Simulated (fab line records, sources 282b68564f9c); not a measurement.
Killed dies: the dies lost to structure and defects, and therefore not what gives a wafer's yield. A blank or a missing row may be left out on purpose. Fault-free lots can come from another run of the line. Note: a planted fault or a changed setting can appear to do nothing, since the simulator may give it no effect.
fab line records | flow rit_cmos
[record] lots = 7 | wafers = 21 | last_day = 7
route steps=202 shown ACTIVE@1
lots with no fault: from the same line, run without faults
start_h: start of the lot's first displayed wafer, in hours after the record's first day | wait_h: how many hours have passed since the lot's step before this one | " same as the row above | L1.1+2: a single row standing in for several wafers | - no value, or no start was given | * or withheld: withheld | < > ~ a bound
route shown NAME@n: names a module that has steps shown in the file, with the first one's number in the route | usual: the fault-free wafers' mean and standard deviation | same: alike in all rows | chamber/n: place in a boat | sites: per-site readings | _std_site: standard deviation across them | _edge_site: inner sites' mean taken away from outer sites' mean | radius_mm: for every site, how far away it sits from the centre of the wafer | mask NAME#n: copy n | behind: tool/chamber where the wafer was last shaped | hold: reason for holding the lot/hours on hold/outcome of the hold | device: transistor that didn't switch, given as n, p or np | end of line: the tests these same wafers got at the end of their route | a step without rows: its recipe alone | killed: count of dies lost to structure and defects at first sort (not the wafer's yield) | map: a wafer's dies, marking killed ones x, the rest . and places with no die _
set.NAME: the setting as run; set.NAME@STEP: as run at that earlier step | model.NAME: the simulator's own value behind a step, which no gauge read
a table for each step, a row for each wafer; lots at some steps of the route
services: the hour from which a tool's chamber was out of use, counted from the record's first day as start_h (under 0 if before that day), plus the number of hours and why
[[steps]]
[step RIT_ACTIVE_BOW_MEAS_00]
[recipe] mode = bow
[usual] INCOMING_BOW = -1/6.2
lot.wafer | tool          | chamber | start_h | wait_h | INCOMING_BOW[um]
L865.2    | film_metro-01 | -       | 10.02   | -      | 0
L865.3    | "             | -       | "       | "      | 5
L865.6    | "             | -       | "       | "      | -1
L872.1    | film_metro-02 | -       | 45.00   | -      | -4
L872.4    | "             | -       | "       | "      | 10
L872.5    | "             | -       | "       | "      | 1
L877.1    | film_metro-03 | -       | 70.00   | -      | -7
L877.3    | "             | -       | "       | "      | 1
L877.6    | "             | -       | "       | "      | -5
L878.1    | film_metro-02 | -       | 75.00   | -      | -7
L878.4    | "             | -       | "       | "      | 2
L878.5    | "             | -       | "       | "      | -19
L879.1    | film_metro-03 | -       | 80.00   | -      | -8
L879.2    | "             | -       | "       | "      | -7
L879.4    | "             | -       | "       | "      | -3
L880.1    | film_metro-02 | -       | 85.00   | -      | 2
L880.4    | "             | -       | "       | "      | 5
L880.6    | "             | -       | "       | "      | 1
L886.3    | film_metro-01 | -       | 115.04  | -      | 4
L886.4    | "             | -       | "       | "      | -5
L886.6    | "             | -       | "       | "      | 3
[step RIT_ACTIVE_OXIDATION_01]
[recipe] temp_c = 1000 | ambient = O2 | target_thk_a = 468 | ox_time_s = 3360
[step RIT_ACTIVE_THK_MEAS_02]
[recipe] reads = SiO2_of_ACTIVE_OXIDATION_01
[usual] ACTIVE_OXIDE_THK = 47.0/0.84
lot.wafer | tool          | chamber | start_h | wait_h | ACTIVE_OXIDE_THK[nm]
L865.2    | film_metro-03 | -       | 12.06   | 0.0    | 46.9
L865.3    | "             | -       | "       | "      | 46.5
L865.6    | "             | -       | "       | "      | 45.8
L872.1    | film_metro-03 | -       | 47.05   | 0.0    | 47.8
L872.4    | "             | -       | "       | "      | 46.9
L872.5    | "             | -       | "       | "      | 47.9
L877.1    | film_metro-02 | -       | 73.33   | 0.0    | 47.7
L877.3    | "             | -       | "       | "      | 47.9
L877.6    | "             | -       | "       | "      | 47.5
L878.1    | film_metro-01 | -       | 77.91   | 0.0    | 47.1
L878.4    | "             | -       | "       | "      | 46.7
L878.5    | "             | -       | "       | "      | 46.4
L879.1    | film_metro-01 | -       | 82.05   | 0.0    | 46.1
L879.2    | "             | -       | "       | "      | 46.4
L879.4    | "             | -       | "       | "      | 47.0
L880.1    | film_metro-02 | -       | 87.05   | 0.0    | 45.4
L880.4    | "             | -       | "       | "      | 45.5
L880.6    | "             | -       | "       | "      | 46.1
L886.3    | film_metro-01 | -       | 117.07  | 0.0    | 47.4
L886.4    | "             | -       | "       | "      | 47.4
L886.6    | "             | -       | "       | "      | 47.7
[step RIT_ACTIVE_CVD_03]
[recipe] material = Si3N4 | target_thk_nm = 150 | temp_c = 810 | precursor = SiH2Cl2/NH3 | time_s = 1500 | pressure_mtorr = 300 | sih2cl2_flow_sccm = 60 | nh3_flow_sccm = 150
lot.wafer  | tool     | chamber | start_h | wait_h
L865.2+3+6 | lpcvd-01 | 1       | 12.11   | 0.0
L872.1+4+5 | lpcvd-01 | 1       | 47.11   | 0.1
L877.1+3+6 | lpcvd-02 | 1       | 73.39   | 0.1
L877.1+3+6 | lpcvd-02 | 1       | 76.57   | 1.8
L878.1+4+5 | lpcvd-01 | 0       | 77.97   | 0.1
L879.1+2+4 | lpcvd-01 | 1       | 82.11   | 0.1
L879.1+2+4 | lpcvd-01 | 1       | 84.41   | 0.2
L880.1+4+6 | lpcvd-01 | 0       | 87.56   | 0.5
L880.1+4+6 | lpcvd-01 | 0       | 89.86   | 0.2
L886.3+4+6 | lpcvd-01 | 0       | 117.11  | 0.0
[step RIT_ACTIVE_THK_MEAS_04]
[recipe] reads = Si3N4_of_ACTIVE_CVD_03
[usual] ACTIVE_NITRIDE_THK = 149.7/1.6
lot.wafer | tool          | chamber | start_h | wait_h | ACTIVE_NITRIDE_THK[nm]
L865.2    | film_metro-03 | -       | 13.54   | 0.0    | 151.7
L865.3    | "             | -       | "       | "      | 152.6
L865.6    | "             | -       | "       | "      | 152.8
L872.1    | film_metro-01 | -       | 48.53   | 0.0    | 149.1
L872.4    | "             | -       | "       | "      | 148.7
L872.5    | "             | -       | "       | "      | 148.7
L877.1    | film_metro-02 | -       | 77.99   | 0.0    | 297.9
L877.3    | "             | -       | "       | "      | 298.5
L877.6    | "             | -       | "       | "      | 298.1
L878.1    | film_metro-02 | -       | 79.38   | 0.0    | 148.0
L878.4    | "             | -       | "       | "      | 147.8
L878.5    | "             | -       | "       | "      | 147.7
L879.1    | film_metro-01 | -       | 86.53   | 0.0    | 300.2
L879.2    | "             | -       | "       | "      | 301.1
L879.4    | "             | -       | "       | "      | 302.2
L880.1    | film_metro-02 | -       | 91.98   | 0.0    | 299.2
L880.4    | "             | -       | "       | "      | 298.8
L880.6    | "             | -       | "       | "      | 299.1
L886.3    | film_metro-01 | -       | 118.55  | 0.0    | 147.1
L886.4    | "             | -       | "       | "      | 147.7
L886.6    | "             | -       | "       | "      | 147.1
[step RIT_ACTIVE_HMDS_05]
[recipe] prime_time_s = 60 | prime_temp_c = 140
[step RIT_ACTIVE_COAT_06]
[recipe] resist = NOVOLAK | spin_rpm = 3171 | resist_thk_nm = 1000
[step RIT_ACTIVE_SOFTBAKE_07]
[recipe] resist = NOVOLAK | temp_c = 90 | time_s = 60
[step RIT_ACTIVE_EXPOSE_08]
[recipe] mask_id = M1 | na = 0.6 | source_shape = conventional | sigma_outer = 0.6 | target_cd_nm = 1400 | dose_mj = 225
[step RIT_ACTIVE_PEB_09]
[recipe] resist = NOVOLAK | temp_c = withheld | time_s = withheld
[step RIT_ACTIVE_DEVELOP_10]
[recipe] resist = NOVOLAK | develop_time_s = 50 | dev_temp_c = 23
[step RIT_ACTIVE_CD_MEAS_11]
[recipe] target_cd_nm = 1400
[usual] cd_nm = 1400.6/1.9
lot.wafer | tool      | chamber | start_h | wait_h | cd_nm
L865.2    | cd_sem-02 | -       | 14.46   | -      | 1402.7
L865.3    | "         | -       | "       | "      | 1402.0
L865.6    | "         | -       | "       | "      | 1403.6
L872.1    | cd_sem-01 | -       | 49.61   | -      | 1400.9
L872.4    | "         | -       | "       | "      | 1400.5
L872.5    | "         | -       | "       | "      | 1401.0
L877.1    | cd_sem-01 | -       | 78.90   | -      | 1399.2
L877.3    | "         | -       | "       | "      | 1398.6
L877.6    | "         | -       | "       | "      | 1398.0
L878.1    | cd_sem-01 | -       | 80.42   | -      | 1401.6
L878.4    | "         | -       | "       | "      | 1398.8
L878.5    | "         | -       | "       | "      | 1399.6
L879.1    | cd_sem-02 | -       | 87.93   | -      | 1401.5
L879.2    | "         | -       | "       | "      | 1401.4
L879.4    | "         | -       | "       | "      | 1403.7
L880.1    | cd_sem-02 | -       | 93.06   | -      | 1399.0
L880.4    | "         | -       | "       | "      | 1397.7
L880.6    | "         | -       | "       | "      | 1398.9
L886.3    | cd_sem-02 | -       | 119.48  | -      | 1397.9
L886.4    | "         | -       | "       | "      | 1399.5
L886.6    | "         | -       | "       | "      | 1399.8
[step RIT_ACTIVE_HARDBAKE_12]
[recipe] resist = NOVOLAK | temp_c = 140 | time_s = 60
[step RIT_ACTIVE_ETCH_13]
[recipe] stop_on = SiO2 | chemistry = SF6 | target = Si3N4 | time_s = 210 | over_etch_frac = 0.4 | SF6_flow_sccm = 200 | pressure_mtorr = 260 | rf_w = 125 | target_depth_a = 2100
[usual] drypump_motor_current_A = 5.8/0.44 | oes_product_au = 0.817/0.013 | throttle_valve_pct = 7.43/0.14
lot.wafer | tool        | chamber | start_h | wait_h | drypump_motor_current_A | oes_product_au | rf_hours_counter_h | throttle_valve_pct | model.etch.depth_nm | model.ACTIVE.feature_depth_nm
L865.2    | rie_diel-01 | 1       | 14.71   | 0.1    | 5.7                     | 0.819          | 69                 | 7.63               | 151.7               | 151.9
L865.3    | "           | 3       | "       | "      | 6.7                     | 0.845          | 2                  | 7.38               | 152.6               | 154.3
L865.6    | "           | 2       | "       | "      | 5.4                     | 0.818          | -                  | 7.20               | 152.9               | 152.9
L872.1    | rie_diel-04 | 1       | 49.88   | 0.1    | 5.8                     | 0.809          | 11                 | 7.54               | 149                 | 149
L872.4    | "           | 2       | "       | "      | 5.4                     | 0.814          | -                  | 7.40               | 148.7               | 149.2
L872.5    | "           | 1       | "       | "      | 5.8                     | 0.816          | -                  | 7.55               | 148.7               | 148.7
L877.1    | rie_diel-03 | 3       | 79.30   | 0.1    | 6.5                     | 1.004          | 138                | 7.58               | 207.4               | 207.4
L877.3    | "           | 2       | "       | "      | 6.2                     | 0.985          | 151                | 7.42               | 197.9               | 197.9
L877.6    | "           | 2       | "       | "      | 6.2                     | 0.990          | -                  | 7.44               | 200                 | 200
L878.1    | rie_diel-04 | 2       | 80.69   | 0.1    | 5.4                     | 0.821          | 73                 | 7.43               | 147.9               | 148.4
L878.4    | "           | 2       | "       | "      | 5.4                     | 0.820          | -                  | 7.42               | 147.6               | 148.1
L878.5    | "           | 3       | "       | "      | 5.8                     | 0.805          | -                  | 7.29               | 147.7               | 147.7
L879.1    | rie_diel-01 | 3       | 88.20   | 0.1    | 6.7                     | 1.013          | 3                  | 7.38               | 208                 | 208
L879.2    | "           | 0       | "       | "      | 5.4                     | 0.938          | 66                 | 7.54               | 202                 | 202
L879.4    | "           | 0       | "       | "      | 5.4                     | 0.955          | -                  | 7.54               | 203.2               | 203.2
L880.1    | rie_diel-04 | 1       | 93.33   | 0.1    | 5.8                     | 1.013          | 12                 | 7.56               | 214.6               | 214.6
L880.4    | "           | 1       | "       | "      | 5.8                     | 1.024          | -                  | 7.56               | 214.8               | 214.8
L880.6    | "           | 3       | "       | "      | 5.7                     | 0.980          | -                  | 7.28               | 207.6               | 207.6
L886.3    | rie_diel-03 | 0       | 119.71  | 0.1    | 5.3                     | 0.813          | 1                  | 7.49               | 147.1               | 147.1
L886.4    | "           | 2       | "       | "      | 6.2                     | 0.832          | -                  | 7.41               | 147.6               | 147.6
L886.6    | "           | 0       | "       | "      | 5.3                     | 0.809          | -                  | 7.50               | 147                 | 147
[step RIT_ACTIVE_STRIP_14]
[recipe] chemistry = O2 | time_s = 180 | resist = NOVOLAK | platen_temp_c = withheld | power_w = 500 | pressure_mtorr = 4000 | o2_flow_sccm = 4000
[usual] drypump_motor_current_A = 5.52/0.22
lot.wafer | tool            | chamber | start_h | wait_h | drypump_motor_current_A | rf_hours_counter_h
L865.2    | plasma_asher-03 | 0       | 14.84   | 0.1    | 5.71                    | 37
L865.3    | "               | 0       | "       | "      | 5.78                    | -
L865.6    | "               | 1       | "       | "      | 5.72                    | -
L872.1    | plasma_asher-02 | 1       | 50.01   | 0.1    | 5.37                    | 40
L872.4    | "               | 1       | "       | "      | 5.39                    | -
L872.5    | "               | 1       | "       | "      | 5.39                    | -
L877.1    | plasma_asher-04 | 0       | 79.43   | 0.1    | 5.20                    | 29
L877.3    | "               | 1       | "       | "      | 5.56                    | -
L877.6    | "               | 0       | "       | "      | 5.20                    | -
L878.1    | plasma_asher-04 | 1       | 80.82   | 0.1    | 5.57                    | 30
L878.4    | "               | 1       | "       | "      | 5.56                    | -
L878.5    | "               | 0       | "       | "      | 5.20                    | -
L879.1    | plasma_asher-03 | 1       | 88.34   | 0.1    | 5.72                    | 44
L879.2    | "               | 0       | "       | "      | 5.75                    | 44
L879.4    | "               | 1       | "       | "      | 5.74                    | -
L880.1    | plasma_asher-03 | 0       | 93.72   | 0.3    | 5.77                    | 44
L880.4    | "               | 0       | "       | "      | 5.78                    | -
L880.6    | "               | 0       | "       | "      | 5.78                    | -
L886.3    | plasma_asher-04 | 0       | 119.90  | 0.1    | 5.20                    | -
L886.4    | "               | 1       | "       | "      | 5.56                    | -
L886.6    | "               | 1       | "       | "      | 5.55                    | -
[step RIT_ACTIVE_CD_MEAS_90]
[recipe] target_cd_nm = 1400
[usual] cd_nm = 1400.6/1.9
lot.wafer | tool      | chamber | start_h | wait_h | cd_nm
L865.2    | cd_sem-01 | -       | 15.04   | 0.1    | 1402.6
L865.3    | "         | -       | "       | "      | 1401.9
L865.6    | "         | -       | "       | "      | 1403.8
L872.1    | cd_sem-02 | -       | 50.19   | 0.1    | 1401.1
L872.4    | "         | -       | "       | "      | 1400.0
L872.5    | "         | -       | "       | "      | 1401.0
L877.1    | cd_sem-01 | -       | 79.61   | 0.1    | 1399.3
L877.3    | "         | -       | "       | "      | 1398.6
L877.6    | "         | -       | "       | "      | 1398.4
L878.1    | cd_sem-01 | -       | 81.00   | 0.1    | 1400.9
L878.4    | "         | -       | "       | "      | 1399.2
L878.5    | "         | -       | "       | "      | 1399.5
L879.1    | cd_sem-01 | -       | 88.51   | 0.1    | 1400.7
L879.2    | "         | -       | "       | "      | 1401.3
L879.4    | "         | -       | "       | "      | 1403.5
L880.1    | cd_sem-01 | -       | 93.89   | 0.1    | 1398.9
L880.4    | "         | -       | "       | "      | 1397.8
L880.6    | "         | -       | "       | "      | 1398.7
L886.3    | cd_sem-01 | -       | 120.06  | 0.1    | 1397.8
L886.4    | "         | -       | "       | "      | 1399.5
L886.6    | "         | -       | "       | "      | 1399.4
[step RIT_ACTIVE_CLEAN_15]
[recipe] chemistry = SC1 | mix = 3:3:50 | time_s = 600 | temp_c = 75
[usual] bath_heat_duty_pct = 15.1/2.9
lot.wafer | tool         | chamber | start_h | wait_h | bath_heat_duty_pct | model.Si3N4_of_ACTIVE_CVD_03.thk_nm
L865.2    | wet_bench-02 | 1       | 15.14   | 0.1    | 12.1               | 151.3
L865.3    | "            | 1       | "       | "      | 13.7               | 152.2
L865.6    | "            | 1       | "       | "      | 13.2               | 152.5
L872.1    | wet_bench-02 | 1       | 50.31   | 0.1    | 13.5               | 148.6
L872.4    | "            | 1       | "       | "      | 14.1               | 148.3
L872.5    | "            | 1       | "       | "      | 13.7               | 148.3
L877.1    | wet_bench-04 | 2       | 79.73   | 0.1    | 13.9               | 297.4
L877.3    | "            | 2       | "       | "      | 13.0               | 298.5
L877.6    | "            | 2       | "       | "      | 13.1               | 297.8
L878.1    | wet_bench-02 | 3       | 81.12   | 0.1    | 15.6               | 147.5
L878.4    | "            | 3       | "       | "      | 14.5               | 147.2
L878.5    | "            | 3       | "       | "      | 13.2               | 147.3
L879.1    | wet_bench-04 | 3       | 88.63   | 0.1    | 20.1               | 300
L879.2    | "            | 3       | "       | "      | 21.7               | 300.6
L879.4    | "            | 3       | "       | "      | 21.7               | 301.5
L880.1    | wet_bench-03 | 1       | 94.15   | 0.2    | 16.7               | 298.6
L880.4    | "            | 1       | "       | "      | 18.9               | 298.2
L880.6    | "            | 1       | "       | "      | 16.7               | 298.7
L886.3    | wet_bench-03 | 0       | 120.14  | 0.1    | 11.7               | 146.7
L886.4    | "            | 0       | "       | "      | 12.9               | 147.2
L886.6    | "            | 0       | "       | "      | 12.7               | 146.6
[step RIT_ACTIVE_CLEAN_16]
[recipe] chemistry = dHF | dilution = 50:1 | time_s = 30
lot.wafer | tool         | chamber | start_h | wait_h | model.Si3N4_of_ACTIVE_CVD_03.thk_nm
L865.2    | wet_bench-03 | 2       | 15.49   | 0.0    | 150.9
L865.3    | "            | 2       | "       | "      | 151.8
L865.6    | "            | 2       | "       | "      | 152.1
L872.1    | wet_bench-04 | 2       | 50.50   | 0.0    | 148.2
L872.4+5  | "            | 2       | "       | "      | 147.9
L877.1    | wet_bench-03 | 1       | 79.92   | 0.0    | 297
L877.3    | "            | 1       | "       | "      | 298.1
L877.6    | "            | 1       | "       | "      | 297.4
L878.1    | wet_bench-04 | 2       | 81.31   | 0.0    | 147.1
L878.4+5  | "            | 2       | "       | "      | 146.8
L879.1    | wet_bench-02 | 2       | 88.81   | 0.0    | 299.6
L879.2    | "            | 2       | "       | "      | 300.1
L879.4    | "            | 2       | "       | "      | 301.1
L880.1    | wet_bench-04 | 1       | 94.34   | 0.0    | 298.2
L880.4    | "            | 1       | "       | "      | 297.8
L880.6    | "            | 1       | "       | "      | 298.3
L886.3    | wet_bench-04 | 3       | 120.33  | 0.0    | 146.3
L886.4    | "            | 3       | "       | "      | 146.7
L886.6    | "            | 3       | "       | "      | 146.2
[step RIT_ACTIVE_CLEAN_17]
[recipe] chemistry = SC2 | mix = 3:3:50 | time_s = 600 | temp_c = 75 | dry = n2_spin
[[services]]
tool            | chamber | start_h | hours | kind
plasma_asher-02 | -       | -8.39   | 2.8   | pm
plasma_asher-02 | -       | -3.94   | 14.6  | pm
rie_diel-04     | 0       | 12.72   | 49.8  | repair
rie_diel-03     | -       | 13.86   | 3.2   | repair
rie_diel-04     | 3       | 22.06   | 12.6  | repair
rie_diel-01     | -       | 31.44   | 0.4   | repair
rie_diel-01     | 2       | 48.18   | 1.8   | repair
rie_diel-04     | -       | 54.48   | 0.2   | repair
rie_diel-01     | 1       | 59.16   | 34.2  | repair
plasma_asher-03 | -       | 61.16   | 2.7   | repair
rie_diel-01     | -       | 66.61   | 14.6  | pm
rie_diel-03     | 0       | 68.01   | -     | clean
plasma_asher-02 | -       | 70.02   | 8.1   | repair
lpcvd-01        | -       | 70.48   | 6.1   | pm
rie_diel-04     | 0       | 72.87   | -     | clean
rie_diel-04     | 0       | 72.87   | 25.2  | scheduled_down
rie_diel-04     | 0       | 72.87   | 25.2  | vent_cycle
wet_bench-03    | -       | 82.26   | 4.4   | pm
rie_diel-04     | 2       | 85.36   | 21.6  | repair
wet_bench-02    | -       | 91.05   | 1.9   | pm
lpcvd-01        | -       | 105.36  | 0.9   | repair
plasma_asher-02 | -       | 108.75  | 9.0   | pm
rie_diel-03     | 2       | 115.14  | 2.8   | repair
rie_diel-01     | -       | 119.03  | 0.6   | repair
[[key]]
[first_sign] step = RIT_ACTIVE_CVD_03 | reading = visit | direction = added
[effect] step = RIT_ACTIVE_THK_MEAS_04 | reading = ACTIVE_NITRIDE_THK | direction = up | sigmas = 92 | usual = 149.7 | struck = 299.5
[effect] step = RIT_ACTIVE_ETCH_13 | reading = oes_product_au | direction = up | sigmas = 13 | usual = 0.817 | struck = 0.989
[model_effect] step = RIT_ACTIVE_ETCH_13 | value = etch.depth_nm | without = 149.5 | struck = 206.2
[model_effect] step = RIT_ACTIVE_CLEAN_15 | value = Si3N4_of_ACTIVE_CVD_03.thk_nm | without = 149.1 | struck = 299
[model_effect] step = RIT_ACTIVE_CLEAN_16 | value = Si3N4_of_ACTIVE_CVD_03.thk_nm | without = 148.6 | struck = 298.6
met_at RIT_ACTIVE_CVD_03
struck_wafers L877.1,L877.3,L877.6,L879.1,L879.2,L879.4,L880.1,L880.4,L880.6
later_rows_left_out L877.1,L877.3,L877.6,L879.1,L879.2,L879.4,L880.1,L880.4,L880.6
sort_left_out L877.1,L877.3,L877.6,L879.1,L879.2,L879.4,L880.1,L880.4,L880.6
tester_left_out L877,L879,L880
[fault] kind = repeated_step_whole | tool = lpcvd-01,lpcvd-02 | chamber = - | onset_h = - | steps = RIT_ACTIVE_CVD_03 | times = 1 | scope = struck_lots_only
// tester_left_out: of these lots the tester's yield and bins aren't shown, on N5 and GAA mostly nor the transistor test; their killed dies are dies lost to structure and defects alone, not to doping, threshold or leakage, so they don't give the yield
// sort_left_out: the simulated sort isn't trusted on such a fault, so these wafers' sort isn't shown, and their yield isn't known
// later_rows_left_out: the simulator's readings of these wafers behind a module that went badly wrong aren't trusted and aren't shown, but for the sort
